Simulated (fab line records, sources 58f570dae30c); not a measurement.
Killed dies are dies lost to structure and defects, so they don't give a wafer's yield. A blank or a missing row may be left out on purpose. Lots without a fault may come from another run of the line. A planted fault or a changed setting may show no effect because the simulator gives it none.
fab line records | flow berkeley_cmos170
record lots=14 wafers=42 last_day=12
route steps=331 shown M3@322
lots that met no fault: from a run of the same line without faults
start_h: hours from the record's first day to the start of the lot's first wafer shown | wait_h: hours since the lot's step before | " the same as in the row above | L1.1+2: a row that stands for several wafers | - no value, or no start given | * or withheld: withheld | < > ~ a bound
route shown NAME@n: a module of which the file shows steps, and the number in the route of the first | usual: mean/standard deviation of fault-free wafers | same: alike in all rows | chamber/n: place in a boat | sites: the reading at each site | _std_site: their standard deviation | _edge_site: outer sites' mean less inner sites' | radius_mm: how far each site lies from the wafer's centre | mask NAME#n: copy n | behind: the tool/chamber that last shaped the wafer | hold: why the lot was held/for how many hours/how that ended | device: the transistor (n, p or np) that didn't switch | end of line: the same wafers' tests at the end of the route | a step without rows: its recipe alone | killed: dies lost to structure and defects at the first sort, not the wafer's yield | map: a wafer's dies, x killed, . not, _ none there
set.NAME: the setting as run; set.NAME@STEP: as run at that earlier step | model.NAME: the simulator's own value behind a step, which no gauge read
steps of the route over a sample of lots; a table a step, a row a wafer
## steps
# step UCB170_M3_PEB_13
# recipe peb_temp_c=130 peb_time_s=withheld resist=KrF
# usual chill_plate_temp_C=22.98/0.11 exhaust_pa=44.8/0.83
# columns lot.wafer tool chamber start_h wait_h chill_plate_temp_C exhaust_pa
L949.1 litho_track-02 0 214.22 0.6 23.22 45.7
L949.3 " 0 " " 23.01 44.3
L949.4 " 0 " " 22.99 44.3
L951.2 litho_track-01 0 216.56 0.1 22.90 45.3
L951.3 " 0 " " 22.97 43.9
L951.4 " 0 " " 22.96 45.7
L953.2 litho_track-01 0 218.01 0.3 23.06 44.9
L953.3 " 0 " " 23.03 45.3
L953.5 " 0 " " 23.01 43.9
L955.2 litho_track-02 0 225.87 0.5 23.00 45.7
L955.4 " 0 " " 22.98 45.7
L955.6 " 0 " " 23.17 45.9
L954.3 litho_track-01 0 226.73 0.1 22.95 45.7
L954.5 " 0 " " 23.07 44.9
L954.6 " 0 " " 23.10 46.3
L961.1 litho_track-01 0 262.20 0.1 22.79 44.7
L961.4 " 0 " " 22.98 43.1
L961.6 " 0 " " 22.91 45.5
L963.2 litho_track-01 0 262.93 0.1 22.87 45.4
L963.3 " 0 " " 23.01 45.1
L963.4 " 0 " " 22.88 44.5
L960.3 litho_track-02 - 263.62 0.5 - -
L960.4 " - " " - -
L960.5 " - " " - -
L962.1 litho_track-01 - 265.08 0.3 - -
L962.3 " - " " - -
L962.5 " - " " - -
L967.1 litho_track-03 0 286.15 0.1 23.01 44.9
L967.2 " 0 " " 23.24 45.6
L967.5 " 0 " " 23.16 44.8
L965.1 litho_track-01 0 290.52 0.4 22.94 44.7
L965.3 " 0 " " 22.89 45.7
L965.6 " 0 " " 22.85 44.5
L969.2 litho_track-03 0 291.67 0.6 23.03 43.8
L969.5 " 0 " " 23.04 44.6
L969.6 " 0 " " 23.01 43.4
L968.2 litho_track-03 0 291.94 0.6 22.98 44.6
L968.4 " 0 " " 22.92 45.0
L968.6 " 0 " " 22.99 43.9
L966.3 litho_track-02 0 292.31 0.3 22.89 44.6
L966.4 " 0 " " 22.83 44.8
L966.6 " 0 " " 23.04 44.6
## key
first_sign step=UCB170_M3_PEB_13 reading=tool_record direction=missing
effect none on later readings
met_at UCB170_M3_PEB_13
struck_lots L960,L962
later_rows_left_out L960.3,L960.4,L960.5,L962.1,L962.3,L962.5
sort_left_out L960.3,L960.4,L960.5,L962.1,L962.3,L962.5
onset_between 262.93 263.62
fault kind=skipped_step_whole tool=litho_track-01,litho_track-02 chamber=- onset_h=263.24 steps=UCB170_M3_PEB_13 scope=struck_lots_only
# sort_left_out: the simulated sort isn't trusted on such a fault, so these wafers' sort isn't shown, and their yield isn't known
# later_rows_left_out: the simulator's readings of these wafers behind a module that went badly wrong aren't trusted and aren't shown, but for the sort
